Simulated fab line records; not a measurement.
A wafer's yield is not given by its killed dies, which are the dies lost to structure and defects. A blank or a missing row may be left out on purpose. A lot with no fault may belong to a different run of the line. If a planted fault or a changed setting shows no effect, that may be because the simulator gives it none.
Comparing a struck lot with a sound one || flow berkeley-cmos170 || 15 steps out of a route of 331
Sound: the wafers L667.1, L667.4, L667.5. Wafers struck: L686.1, L686.3, L686.6. The cause is named last.
Order at every step that has rows: each side's tool, ch and its chambers, its first start. Under that, the readings that differ: sound wafers || struck wafers || difference of the means || sigmas: that difference in standard deviations of wafers without a fault.
alike: readings whose means differ by less than 2 such deviations, and words and numbers that are the same on both sides. not compared: withheld readings, readings that some wafer has no value for, bounds like >300 that may hide the same value, and numbers for which the record gives no deviation and whose values overlap.
A row with sigmas, a row that says differs or no value, or rows on one side alone: a step with any of these is where the two part. Numbers that don't overlap but have no deviation are shown without sigmas and don't part them. A reading missing from all wafers of one side parts the sides only when that side holds two or more wafers.

first, 4 steps without rows for these wafers: UCB170_PWELL_SOFTBAKE_09 (time 60 s); UCB170_PWELL_EXPOSE_10 (exposes mask PWELL, target cd 3000 nm); UCB170_PWELL_PEB_11; UCB170_PWELL_DEVELOP_12 (develop time 45 s).
UCB170_PWELL_OVL_MEAS_13:
  sound on overlay-02 at day 3 12:05; struck on overlay-01 at day 7 12:27
  alike: PWELL_OVL
UCB170_PWELL_ETCH_14: etches Si3N4 in CH3F/Ar/O2, stops on SiO2, target depth 242 nm, time 151 s.
  sound on rie-diel-02 ch 1,2, day 3 12:08; struck on rie-diel-04 ch 2,3, day 7 12:29
  alike: CH3F_flow_sccm, drypump-motor-current-A, oes-product-au, rf-fwd-power-W, throttle-valve-pct
  not compared: rf-hours-counter-h
after that, 1 step had no rows for these wafers: UCB170_PWELL_IMPLANT_15.
UCB170_PWELL_STRIP_16: strips in O2.
  sound on plasma-asher-02 ch 0,1, day 3 12:23; struck on plasma-asher-01 ch 1, day 7 12:44
{"reading": "o2-flow-sccm (sccm)", "sound": "400.6 403.3 402.5", "struck": "399.9 398.5 399.1", "difference": -3.0, "sigmas": -2}
  alike: drypump-motor-current-A, oes-product-au, strip-time-to-endpoint-s
  not compared: rf-hours-counter-h
UCB170_PWELL_TW_MEAS_17:
  sound on film-metro-02 at day 3 12:29; struck on film-metro-04 at day 7 12:50
{"reading": "PWELL_TW", "sound": "380.1 380.2 380.6", "struck": "372.8 372.0 374.6", "difference": -7.2, "sigmas": -2}
then, 3 steps without rows for these wafers: UCB170_PWELL_CLEAN_18 (cleans in SPM, time 600 s); UCB170_PWELL_WET_ETCH_19 (etches Si3N4 in H3PO4, time 14400 s); UCB170_PWELL_WET_ETCH_20 (etches SiO2 in BOE, time 22 s).
UCB170_WELLDRIVE_CLEAN_00: cleans in SPM, time 600 s.
  sound on wet-bench-04 ch 0, day 3 16:52; struck on wet-bench-01 ch 0, day 7 21:01
  no value came back on the struck wafers for bath-guard-temp-C (C), bath-heat-duty-pct (%); on the sound wafers bath-guard-temp-C (C) reads 118.8 118.9 119.1
then, 1 step without rows for these wafers: UCB170_WELLDRIVE_OXIDATION_01 (target thk 199 nm, ox time 9000 s).
UCB170_M3_PROBE_99:
  the record holds rows for the sound wafers here (prober-02, day 8 22:19) but none for the struck ones

== WHERE THEY PART ==
Last at UCB170_M3_PROBE_99 as far as this record goes, first at UCB170_PWELL_STRIP_16.

WHY: the cause the simulator had injected
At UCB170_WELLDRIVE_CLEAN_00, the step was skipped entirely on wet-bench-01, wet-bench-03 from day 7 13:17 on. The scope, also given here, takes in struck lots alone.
